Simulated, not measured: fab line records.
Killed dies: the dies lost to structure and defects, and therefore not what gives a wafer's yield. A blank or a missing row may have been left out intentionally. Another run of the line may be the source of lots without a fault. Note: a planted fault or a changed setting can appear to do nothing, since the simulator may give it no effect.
fab line records	flow ritCmos
record lots=5	wafers=23
route steps=202 shown ACTIVE@2 FOX1@20 FOX2@23 NWELL@29 NRETRO@61 PRETRO@72 GATE@84
startH: hours from the record's opening day to when the first of the lot's shown wafers began	waitH: hours from the lot's prior step to this one	" repeats the value in the row above	L1.1+2: one row covering several wafers at once	- no value present, or no start provided	* or withheld: withheld	< > ~ a bound
route shown NAME@n: names a module that has steps shown in the file, with the first one's number in the route	usual: mean and standard deviation over wafers with no fault	same: alike in all rows	chamber/n: place in a boat	sites: each site's reading	_std_site: the values' standard deviation	_edge_site: inner sites' mean taken away from outer sites' mean	radiusMm: how far each site lies from the wafer's centre	mask NAME#n: copy n	behind: tool/chamber where the wafer was last shaped	hold: why the lot was held/for how many hours/how that ended	device: which transistor (n, p or np) failed to switch	end of line: tests of these same wafers at the route's end	step lacking rows: just its recipe	killed: not the wafer's yield, but the dies lost to structure and defects at the first sort	map: the dies of a wafer, with x for killed, . for not killed, _ for no die there
set.NAME: setting as actually run; set.NAME@STEP: the setting as run at that earlier step	model.NAME: the simulator's own value behind a step, which no gauge read
one table per step and one row per wafer, for lots whose settings were changed on purpose
## steps
# step RIT_ACTIVE_OXIDATION_01
# recipe tempC=1000	ambient=O2	targetThkA=468	oxTimeS=3360
lot.wafer	tool	chamber	startH	waitH	set.tempC	model.SiO2_of_ACTIVE_OXIDATION_01.thkNm
L074.1	-	-	-	2.4	1023	59.47
L074.2	"	-	"	"	1023	58.46
L074.4	"	-	"	"	1023	59.23
L074.5	"	-	"	"	1023	59
L074.6	"	-	"	"	1023	59.32
L078.1	-	-	-	0.1	1000	47.77
L078.2	"	-	"	"	1000	46.82
L078.3	"	-	"	"	1000	47.57
L078.4	"	-	"	"	1000	47.67
L078.6	"	-	"	"	1000	48.01
L079.2	-	-	-	0.1	988.1	42.51
L079.3	"	-	"	"	988.1	41.63
L079.4	"	-	"	"	988.1	42.63
L079.5	"	-	"	"	988.1	43.49
L079.6	"	-	"	"	988.1	42.27
L084.1	furnace-02	0	60.12	0.1	1000	47.98
L084.4	"	0	"	"	1000	47.7
L084.5	"	0	"	"	1000	46.78
L085.2	-	-	-	0.1	1026	59.27
L085.3	"	-	"	"	1026	59.16
L085.4	"	-	"	"	1026	59.67
L085.5	"	-	"	"	1026	59.09
L085.6	"	-	"	"	1026	59.23
# step RIT_ACTIVE_THK_MEAS_02
# recipe reads=SiO2_of_ACTIVE_OXIDATION_01
# usual ACTIVE_OXIDE_THK=47.2/0.91
lot.wafer	tool	chamber	startH	waitH	set.tempC@ACTIVE_OXIDATION_01	ACTIVE_OXIDE_THK[nm]
L074.1	filmMetro-04	-	-	-	1023	59.5
L074.2	"	-	"	"	1023	58.4
L074.4	"	-	"	"	1023	59.3
L074.5	"	-	"	"	1023	59.0
L074.6	"	-	"	"	1023	59.3
L078.1	filmMetro-04	-	-	-	1000	47.8
L078.2	"	-	"	"	1000	46.8
L078.3	"	-	"	"	1000	47.6
L078.4	"	-	"	"	1000	47.7
L078.6	"	-	"	"	1000	48.0
L079.2	filmMetro-04	-	-	-	988.1	42.5
L079.3	"	-	"	"	988.1	41.6
L079.4	"	-	"	"	988.1	42.6
L079.5	"	-	"	"	988.1	43.5
L079.6	"	-	"	"	988.1	42.3
L084.1	filmMetro-04	-	62.05	0.0	1000	48.0
L084.4	"	-	"	"	1000	47.7
L084.5	"	-	"	"	1000	46.8
L085.2	filmMetro-04	-	-	-	1026	59.2
L085.3	"	-	"	"	1026	59.2
L085.4	"	-	"	"	1026	59.7
L085.5	"	-	"	"	1026	59.1
L085.6	"	-	"	"	1026	59.2
# step RIT_ACTIVE_SOFTBAKE_07
# recipe resist=NOVOLAK	tempC=90	timeS=60
lot.wafer	tool	chamber	startH	waitH	set.tempC
L074.1+2	lithoTrack-01	0	16.21	0.1	90
L074.4+5+6	"	0	"	"	93.02
L078.1+3	lithoTrack-02	0	33.89	0.1	87.94
L078.2+4+6	"	0	"	"	90
L079.2+4+6	lithoTrack-02	0	38.91	0.1	92.23
L079.3+5	"	0	"	"	90
L084.1+4+5	lithoTrack-01	0	63.89	0.1	90
L085.2+3	lithoTrack-01	0	68.93	0.1	90
L085.4+5+6	"	0	"	"	86.51
# step RIT_ACTIVE_DEVELOP_10
# recipe resist=NOVOLAK	developTimeS=50	devTempC=23
lot.wafer	tool	chamber	startH	waitH	set.developTimeS	set.tempC@ACTIVE_SOFTBAKE_07	model.NOVOLAK_of_ACTIVE_COAT_06.thkNm
L074.1	lithoTrack-03	0	-	-	50	90	983.3
L074.2	"	0	"	"	50	90	984.2
L074.4	"	0	"	"	50	93.02	977.3
L074.5	"	0	"	"	50	93.02	978.7
L074.6	"	0	"	"	50	93.02	977.9
L078.1+3	lithoTrack-02	0	-	-	50	87.94	997.1
L078.2	"	0	"	"	50	90	992.6
L078.4	"	0	"	"	54.21	90	992.6
L078.6	"	0	"	"	54.21	90	991.7
L079.2	lithoTrack-02	0	-	-	43.96	92.23	980.7
L079.3	"	0	"	"	43.96	90	987.2
L079.4	"	0	"	"	43.96	92.23	981.6
L079.5	"	0	"	"	50	90	984.8
L079.6	"	0	"	"	50	92.23	982.2
L084.1	lithoTrack-03	0	-	-	50	90	992.6
L084.4	"	0	"	"	50	90	991.1
L084.5	"	0	"	"	50	90	990.3
L085.2	lithoTrack-01	0	-	-	55.44	90	982.7
L085.3	"	0	"	"	50	90	983.6
L085.4	"	0	"	"	50	86.51	993.5
L085.5	"	0	"	"	55.44	86.51	990.8
L085.6	"	0	"	"	55.44	86.51	991.9
# step RIT_ACTIVE_CD_MEAS_11
# recipe targetCdNm=1400
# usual cdNm=1399.5/2.7
lot.wafer	tool	chamber	startH	waitH	set.developTimeS@ACTIVE_DEVELOP_10	cdNm
L074.1	cdSem-01	-	16.76	-	50	1398.4
L074.2	"	-	"	"	50	1399.1
L074.4	"	-	"	"	50	1397.6
L074.5	"	-	"	"	50	1396.6
L074.6	"	-	"	"	50	1396.9
L078.1	cdSem-01	-	34.56	-	50	1402.5
L078.2	"	-	"	"	50	1400.6
L078.3	"	-	"	"	50	1400.9
L078.4	"	-	"	"	54.21	1391.5
L078.6	"	-	"	"	54.21	1395.3
L079.2	cdSem-01	-	39.46	-	43.96	1417.3
L079.3	"	-	"	"	43.96	1419.8
L079.4	"	-	"	"	43.96	1416.1
L079.5	"	-	"	"	50	1405.3
L079.6	"	-	"	"	50	1403.1
L084.1	cdSem-01	-	64.56	-	50	1396.2
L084.4	"	-	"	"	50	1396.8
L084.5	"	-	"	"	50	1396.8
L085.2	cdSem-02	-	69.60	-	55.44	1392.4
L085.3	"	-	"	"	50	1400.7
L085.4	"	-	"	"	50	1403.8
L085.5	"	-	"	"	55.44	1391.9
L085.6	"	-	"	"	55.44	1395.0
# step RIT_ACTIVE_HARDBAKE_12
# recipe resist=NOVOLAK	tempC=140	timeS=60
# step RIT_ACTIVE_ETCH_13
# recipe stopOn=SiO2	chemistry=SF6	target=Si3N4	timeS=210	overEtchFrac=0.4	SF6_flow_sccm=200	pressureMtorr=260	rfW=125	targetDepthA=2100
lot.wafer	tool	chamber	startH	waitH	set.developTimeS@ACTIVE_DEVELOP_10	model.ACTIVE.cdNm
L074.1+4	rieDiel-04	1,2	17.03	0.1	50	1398
L074.2	"	0	"	"	50	1399
L074.5+6	"	1,0	"	"	50	1397
L078.1	rieDiel-03	1	34.83	0.1	50	1402
L078.2+3	"	0,2	"	"	50	1401
L078.4	"	1	"	"	54.21	1392
L078.6	"	0	"	"	54.21	1395
L079.2	rieDiel-04	1	39.71	0.1	43.96	1418
L079.3	"	2	"	"	43.96	1419
L079.4	"	0	"	"	43.96	1416
L079.5	"	3	"	"	50	1406
L079.6	"	0	"	"	50	1403
L084.1	rieDiel-04	0	64.83	0.1	50	1396
L084.4+5	"	0,3	"	"	50	1397
L085.2+5	rieDiel-03	0,3	69.85	0.1	55.44	1392
L085.3	"	2	"	"	50	1400
L085.4	"	3	"	"	50	1404
L085.6	"	0	"	"	55.44	1395
# step RIT_ACTIVE_STRIP_14
# recipe chemistry=O2	timeS=180	resist=NOVOLAK	platenTempC=withheld	powerW=500	pressureMtorr=4000	o2FlowSccm=4000
# step RIT_ACTIVE_CD_MEAS_90
# recipe targetCdNm=1400
# usual cdNm=1399.6/2.7
lot.wafer	tool	chamber	startH	waitH	set.developTimeS@ACTIVE_DEVELOP_10	cdNm
L074.1	cdSem-01	-	17.34	0.1	50	1398.6
L074.2	"	-	"	"	50	1398.8
L074.4	"	-	"	"	50	1397.6
L074.5	"	-	"	"	50	1396.6
L074.6	"	-	"	"	50	1397.0
L078.1	cdSem-02	-	35.14	0.1	50	1402.2
L078.2	"	-	"	"	50	1401.2
L078.3	"	-	"	"	50	1401.2
L078.4	"	-	"	"	54.21	1391.7
L078.6	"	-	"	"	54.21	1395.4
L079.2	cdSem-02	-	40.04	0.1	43.96	1418.0
L079.3	"	-	"	"	43.96	1419.5
L079.4	"	-	"	"	43.96	1416.2
L079.5	"	-	"	"	50	1405.2
L079.6	"	-	"	"	50	1403.2
L084.1	cdSem-01	-	65.14	0.1	50	1396.1
L084.4	"	-	"	"	50	1397.2
L084.5	"	-	"	"	50	1397.1
L085.2	cdSem-02	-	70.17	0.1	55.44	1392.4
L085.3	"	-	"	"	50	1400.4
L085.4	"	-	"	"	50	1403.9
L085.5	"	-	"	"	55.44	1392.4
L085.6	"	-	"	"	55.44	1394.8
# step RIT_FOX1_OXIDATION_00
# recipe tempC=1100	ambient=H2O	targetThkA=3507	pH2oTorr=720	oxTimeS=1130
lot.wafer	tool	chamber	startH	waitH	set.tempC	model.SiO2_of_FOX1_OXIDATION_00.thkNm
L074.1	-	-	-	0.0	1100	356.3
L074.2	"	-	"	"	1100	355.2
L074.4	"	-	"	"	1100	360.6
L074.5	"	-	"	"	1100	354.2
L074.6	"	-	"	"	1100	357
L078.1	-	-	-	0.2	1122	382.4
L078.2	"	-	"	"	1122	378.5
L078.3	"	-	"	"	1122	382.9
L078.4	"	-	"	"	1122	379.4
L078.6	"	-	"	"	1122	390.5
L079.2	-	-	-	0.9	1068	295.6
L079.3+4	"	-	"	"	1068	296.5
L079.5	"	-	"	"	1068	300.9
L079.6	"	-	"	"	1068	296.1
L084.1	furnace-02	0	65.63	0.0	1100	355.4
L084.4	"	0	"	"	1100	353.4
L084.5	"	0	"	"	1100	355
L085.2	-	-	-	1.4	1070	298.1
L085.3	"	-	"	"	1070	290.2
L085.4	"	-	"	"	1070	287.4
L085.5	"	-	"	"	1070	297.4
L085.6	"	-	"	"	1070	297.2
# step RIT_FOX1_THK_MEAS_01
# recipe reads=SiO2_of_FOX1_OXIDATION_00
# usual FOX1_OXIDE_THK=350/6.1
lot.wafer	tool	chamber	startH	waitH	set.tempC@FOX1_OXIDATION_00	FOX1_OXIDE_THK[nm]
L074.1	filmMetro-02	-	-	-	1100	356
L074.2	"	-	"	"	1100	355
L074.4	"	-	"	"	1100	361
L074.5	"	-	"	"	1100	354
L074.6	"	-	"	"	1100	357
L078.1	filmMetro-01	-	-	-	1122	382
L078.2	"	-	"	"	1122	379
L078.3	"	-	"	"	1122	383
L078.4	"	-	"	"	1122	379
L078.6	"	-	"	"	1122	390
L079.2	filmMetro-01	-	-	-	1068	296
L079.3	"	-	"	"	1068	296
L079.4	"	-	"	"	1068	296
L079.5	"	-	"	"	1068	301
L079.6	"	-	"	"	1068	296
L084.1	filmMetro-01	-	66.94	0.0	1100	355
L084.4	"	-	"	"	1100	353
L084.5	"	-	"	"	1100	355
L085.2	filmMetro-02	-	-	-	1070	298
L085.3	"	-	"	"	1070	290
L085.4	"	-	"	"	1070	287
L085.5	"	-	"	"	1070	297
L085.6	"	-	"	"	1070	297
# step RIT_FOX1_WET_ETCH_02
# recipe chemistry=BOE	targetDepthNm=350	timeS=376.3	tempC=21.5	dry=n2Spin	dilution=10:1	target=SiO2
# step RIT_FOX2_OXIDATION_00
# recipe tempC=1100	ambient=H2O	targetThkA=3507	pH2oTorr=720	oxTimeS=1130
# step RIT_FOX2_CLEAN_02
# recipe chemistry=dHF	dilution=50:1	timeS=180
# step RIT_FOX2_WET_ETCH_03
# recipe chemistry=H3PO4	target=Si3N4	targetDepthNm=195	tempC=165	timeS=2700
lot.wafer	tool	chamber	startH	waitH	set.tempC@ACTIVE_OXIDATION_01	model.SiO2_of_ACTIVE_OXIDATION_01.thkNm
L074.1	wetBench-01	0	20.79	0.0	1023	52.47
L074.2	"	0	"	"	1023	51.79
L074.4	"	0	"	"	1023	52.29
L074.5	"	0	"	"	1023	52.03
L074.6	"	0	"	"	1023	52.57
L078.1	wetBench-01	2	38.74	0.0	1000	42.2
L078.2	"	2	"	"	1000	41.05
L078.3	"	2	"	"	1000	41.97
L078.4	"	2	"	"	1000	42.07
L078.6	"	2	"	"	1000	42.1
L079.2	wetBench-04	1	44.37	0.0	988.1	37.53
L079.3	"	1	"	"	988.1	36.79
L079.4	"	1	"	"	988.1	37.87
L079.5	"	1	"	"	988.1	38.63
L079.6	"	1	"	"	988.1	37.54
L084.1	wetBench-01	3	68.55	0.0	1000	42.58
L084.4	"	3	"	"	1000	42.36
L084.5	"	3	"	"	1000	41.54
L085.2	wetBench-04	0	75.87	0.0	1026	52.18
L085.3	"	0	"	"	1026	52.31
L085.4	"	0	"	"	1026	53.06
L085.5	"	0	"	"	1026	52.55
L085.6	"	0	"	"	1026	52.17
# step RIT_NWELL_COAT_01
# recipe resist=NOVOLAK	spinRpm=2000	resistThkNm=1300
lot.wafer	tool	chamber	startH	waitH	set.resistThkNm	model.NOVOLAK_of_NWELL_COAT_01.thkNm
L074.1	lithoTrack-02	0	21.75	0.1	1300	1306
L074.2	"	0	"	"	1300	1305
L074.4	"	0	"	"	1300	1309
L074.5+6	"	0	"	"	1300	1303
L078.1+2	lithoTrack-02	0	39.78	0.1	1300	1303
L078.3	"	0	"	"	1377	1376
L078.4	"	0	"	"	1300	1299
L078.6	"	0	"	"	1377	1382
L079.2	lithoTrack-01	0	45.36	0.1	1300	1300
L079.3	"	0	"	"	1300	1297
L079.4	"	0	"	"	1250	1251
L079.5	"	0	"	"	1250	1250
L079.6	"	0	"	"	1300	1295
L084.1	lithoTrack-02	0	69.61	0.1	1300	1301
L084.4	"	0	"	"	1300	1303
L084.5	"	0	"	"	1300	1300
L085.2	lithoTrack-02	0	76.87	0.1	1300	1302
L085.3	"	0	"	"	1323	1328
L085.4	"	0	"	"	1300	1304
L085.5	"	0	"	"	1300	1301
L085.6	"	0	"	"	1323	1327
# step RIT_NWELL_SOFTBAKE_02
# recipe resist=NOVOLAK	tempC=90	timeS=60
# step RIT_NWELL_EXPOSE_03
# recipe maskId=M2	na=0.57	targetCdNm=43900	doseMj=250
# step RIT_NWELL_DEVELOP_05
# recipe resist=NOVOLAK	developTimeS=68	devTempC=23
# step RIT_NWELL_HARDBAKE_07
# recipe resist=NOVOLAK	tempC=140	timeS=120
lot.wafer	tool	chamber	startH	waitH	set.resistThkNm@NWELL_COAT_01	model.NOVOLAK_of_NWELL_COAT_01.thkNm
L074.1	lithoTrack-01	0	22.65	0.0	1300	1142
L074.2	"	0	"	"	1300	1141
L074.4	"	0	"	"	1300	1144
L074.5	"	0	"	"	1300	1139
L074.6	"	0	"	"	1300	1140
L078.1	lithoTrack-02	0	40.67	0.0	1300	1139
L078.2	"	0	"	"	1300	1140
L078.3	"	0	"	"	1377	1202
L078.4	"	0	"	"	1300	1136
L078.6	"	0	"	"	1377	1208
L079.2	lithoTrack-04	0	46.27	0.1	1300	1137
L079.3	"	0	"	"	1300	1134
L079.4+5	"	0	"	"	1250	1094
L079.6	"	0	"	"	1300	1132
L084.1	lithoTrack-01	0	70.38	0.0	1300	1138
L084.4	"	0	"	"	1300	1139
L084.5	"	0	"	"	1300	1137
L085.2+5	lithoTrack-02	0	77.65	0.1	1300	1138
L085.3	"	0	"	"	1323	1161
L085.4	"	0	"	"	1300	1141
L085.6	"	0	"	"	1323	1160
# step RIT_NWELL_IMPLANT_08
# recipe species=P	energyKev=170	doseCm2=5e+13	tiltDeg=7
lot.wafer	tool	chamber	startH	waitH	set.energyKev	model.implant.rpNm	model.implant.drpNm
L074.1+4+6	implanter-02	0	22.90	0.2	170	214.1	68.82
L074.2+5	"	0	"	"	178.3	224.8	71.33
L078.1+4+6	implanter-03	0	40.92	0.2	170	212.7	68.82
L078.2+3	"	0	"	"	162.1	202.6	66.46
L079.2+3+5	implanter-03	0	46.50	0.2	170	211.6	68.82
L079.4+6	"	0	"	"	176.1	219.4	70.67
L084.1+4+5	implanter-01	0	70.63	0.2	170	218.1	68.82
L085.2+3+5	implanter-01	0	77.88	0.2	163.7	193	66.94
L085.4+6	"	0	"	"	170	200.6	68.82
# step RIT_NRETRO_IMPLANT_08
# recipe species=P	energyKev=70	doseCm2=1e+13	tiltDeg=7
lot.wafer	tool	chamber	startH	waitH	set.doseCm2
L074.1+4	implanter-03	0	31.32	0.2	9.779e+12
L074.2+5+6	"	0	"	"	1e+13
L078.1+3+6	implanter-04	0	49.47	0.2	1e+13
L078.2+4	"	0	"	"	1.037e+13
L079.2+6	implanter-04	0	55.05	0.2	9.5e+12
L079.3+4+5	"	0	"	"	1e+13
L084.1+4+5	implanter-04	0	79.37	0.2	1e+13
L085.2+3+6	implanter-03	0	86.64	0.2	1e+13
L085.4+5	"	0	"	"	1.069e+13
# step RIT_NRETRO_STRIP_09
# recipe chemistry=O2	timeS=180	resist=NOVOLAK	platenTempC=withheld	powerW=500	pressureMtorr=4000	o2FlowSccm=4000
# step RIT_NRETRO_TW_MEAS_10
# usual NRETRO_TW=1046/6.7
lot.wafer	tool	chamber	startH	waitH	set.doseCm2@NRETRO_IMPLANT_08	NRETRO_TW
L074.1	filmMetro-04	-	31.65	0.1	9.779e+12	1042
L074.2	"	-	"	"	1e+13	1045
L074.4	"	-	"	"	9.779e+12	1047
L074.5	"	-	"	"	1e+13	1045
L074.6	"	-	"	"	1e+13	1049
L078.1	filmMetro-03	-	49.79	0.1	1e+13	1046
L078.2	"	-	"	"	1.037e+13	1071
L078.3	"	-	"	"	1e+13	1046
L078.4	"	-	"	"	1.037e+13	1065
L078.6	"	-	"	"	1e+13	1055
L079.2	filmMetro-01	-	55.36	0.1	9.5e+12	1017
L079.3	"	-	"	"	1e+13	1040
L079.4	"	-	"	"	1e+13	1032
L079.5	"	-	"	"	1e+13	1038
L079.6	"	-	"	"	9.5e+12	1020
L084.1	filmMetro-03	-	79.69	0.1	1e+13	1046
L084.4	"	-	"	"	1e+13	1047
L084.5	"	-	"	"	1e+13	1042
L085.2	filmMetro-01	-	86.95	0.1	1e+13	1034
L085.3	"	-	"	"	1e+13	1037
L085.4	"	-	"	"	1.069e+13	1058
L085.5	"	-	"	"	1.069e+13	1061
L085.6	"	-	"	"	1e+13	1034
# step RIT_PRETRO_IMPLANT_08
# recipe species=B	energyKev=45	doseCm2=1.2e+13	tiltDeg=7
lot.wafer	tool	chamber	startH	waitH	set.energyKev	model.implant.drpNm
L074.1+2+6	implanter-03	0	33.17	0.2	46.3	56.01
L074.4+5	"	0	"	"	45	55.07
L078.1+4	implanter-03	0	51.02	0.2	44.03	54.36
L078.2+3+6	"	0	"	"	45	55.07
L079.2+4+6	implanter-01	0	56.76	0.2	45	55.07
L079.3+5	"	0	"	"	43.68	54.1
L084.1+4+5	implanter-04	0	80.99	0.2	45	55.07
L085.2+4+5	implanter-04	0	88.26	0.2	45	55.07
L085.3+6	"	0	"	"	43.56	54.01
# step RIT_GATE_CVD_08
# recipe material=poly-Si	targetThkNm=250	tempC=610	precursor=SiH4	timeS=2220	pressureMtorr=300	sih4FlowSccm=100
lot.wafer	tool	chamber	startH	waitH	set.pressureMtorr	model.poly-Si_of_GATE_CVD_08.thkNm
L074.1	-	-	-	0.1	340.6	271.6
L074.2	"	-	"	"	340.6	271.5
L074.4	"	-	"	"	340.6	269.7
L074.5	"	-	"	"	340.6	270.3
L074.6	"	-	"	"	340.6	271.3
L078.1	-	-	-	0.1	322.8	262.5
L078.2	"	-	"	"	322.8	261.5
L078.3	"	-	"	"	322.8	263
L078.4	"	-	"	"	322.8	262
L078.6	"	-	"	"	322.8	261.4
L079.2	-	-	-	0.0	255.3	236.6
L079.3	"	-	"	"	255.3	234.2
L079.4+5	"	-	"	"	255.3	235.4
L079.6	"	-	"	"	255.3	236.2
L084.1	lpcvd-01	1	86.44	0.1	300	244.4
L084.4	"	1	"	"	300	245.9
L084.5	"	1	"	"	300	246.6
L085.2	-	-	-	0.7	272.7	234.6
L085.3	"	-	"	"	272.7	234.4
L085.4	"	-	"	"	272.7	235.3
L085.5	"	-	"	"	272.7	234.3
L085.6	"	-	"	"	272.7	235.1
# step RIT_GATE_THK_MEAS_09
# recipe reads=poly-Si_of_GATE_CVD_08
# usual GATE_POLY_THK=248/3.9
lot.wafer	tool	chamber	startH	waitH	set.pressureMtorr@GATE_CVD_08	GATE_POLY_THK[nm]
L074.1	filmMetro-01	-	-	-	340.6	272
L074.2	"	-	"	"	340.6	271
L074.4	"	-	"	"	340.6	270
L074.5	"	-	"	"	340.6	270
L074.6	"	-	"	"	340.6	271
L078.1	filmMetro-02	-	-	-	322.8	262
L078.2	"	-	"	"	322.8	261
L078.3	"	-	"	"	322.8	263
L078.4	"	-	"	"	322.8	262
L078.6	"	-	"	"	322.8	261
L079.2	filmMetro-01	-	-	-	255.3	237
L079.3	"	-	"	"	255.3	234
L079.4	"	-	"	"	255.3	235
L079.5	"	-	"	"	255.3	235
L079.6	"	-	"	"	255.3	236
L084.1	filmMetro-02	-	88.05	0.0	300	245
L084.4	"	-	"	"	300	246
L084.5	"	-	"	"	300	247
L085.2	filmMetro-03	-	-	-	272.7	234
L085.3	"	-	"	"	272.7	234
L085.4	"	-	"	"	272.7	235
L085.5	"	-	"	"	272.7	234
L085.6	"	-	"	"	272.7	235
## key
split step=RIT_ACTIVE_OXIDATION_01	setting=tempC	stated=1000	by=lot
response step=RIT_ACTIVE_OXIDATION_01	reading=model.SiO2_of_ACTIVE_OXIDATION_01.thkNm	change=+4.62	per=1%	r=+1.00
response step=RIT_ACTIVE_THK_MEAS_02	reading=ACTIVE_OXIDE_THK	change=+4.62	per=1%	r=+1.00
response step=RIT_FOX2_WET_ETCH_03	reading=model.SiO2_of_ACTIVE_OXIDATION_01.thkNm	change=+4.08	per=1%	r=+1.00
split step=RIT_ACTIVE_SOFTBAKE_07	setting=tempC	stated=90	by=wafer
response step=RIT_ACTIVE_DEVELOP_10	reading=model.NOVOLAK_of_ACTIVE_COAT_06.thkNm	change=-2.02	per=1%	r=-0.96
split step=RIT_ACTIVE_DEVELOP_10	setting=developTimeS	stated=50	by=wafer
response step=RIT_ACTIVE_CD_MEAS_11	reading=cdNm	change=-0.983	per=1%	r=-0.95
response step=RIT_ACTIVE_ETCH_13	reading=model.ACTIVE.cdNm	change=-0.976	per=1%	r=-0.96
response step=RIT_ACTIVE_CD_MEAS_90	reading=cdNm	change=-0.985	per=1%	r=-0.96
split step=RIT_FOX1_OXIDATION_00	setting=tempC	stated=1100	by=lot
response step=RIT_FOX1_OXIDATION_00	reading=model.SiO2_of_FOX1_OXIDATION_00.thkNm	change=+18.7	per=1%	r=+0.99
response step=RIT_FOX1_THK_MEAS_01	reading=FOX1_OXIDE_THK	change=+18.7	per=1%	r=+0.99
split step=RIT_NWELL_COAT_01	setting=resistThkNm	stated=1300	by=wafer
response step=RIT_NWELL_COAT_01	reading=model.NOVOLAK_of_NWELL_COAT_01.thkNm	change=+12.9	per=1%	r=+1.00
response step=RIT_NWELL_HARDBAKE_07	reading=model.NOVOLAK_of_NWELL_COAT_01.thkNm	change=+11.1	per=1%	r=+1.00
split step=RIT_NWELL_IMPLANT_08	setting=energyKev	stated=170	by=wafer
response step=RIT_NWELL_IMPLANT_08	reading=model.implant.rpNm	change=+2.17	per=1%	r=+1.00
response step=RIT_NWELL_IMPLANT_08	reading=model.implant.drpNm	change=+0.512	per=1%	r=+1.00
split step=RIT_NRETRO_IMPLANT_08	setting=doseCm2	stated=1e+13	by=wafer
response step=RIT_NRETRO_TW_MEAS_10	reading=NRETRO_TW	change=+3.69	per=1%	r=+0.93
split step=RIT_PRETRO_IMPLANT_08	setting=energyKev	stated=45	by=wafer
response step=RIT_PRETRO_IMPLANT_08	reading=model.implant.drpNm	change=+0.328	per=1%	r=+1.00
split step=RIT_GATE_CVD_08	setting=pressureMtorr	stated=300	by=lot
response step=RIT_GATE_CVD_08	reading=model.poly-Si_of_GATE_CVD_08.thkNm	change=+1.34	per=1%	r=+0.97
response step=RIT_GATE_THK_MEAS_09	reading=GATE_POLY_THK	change=+1.34	per=1%	r=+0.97
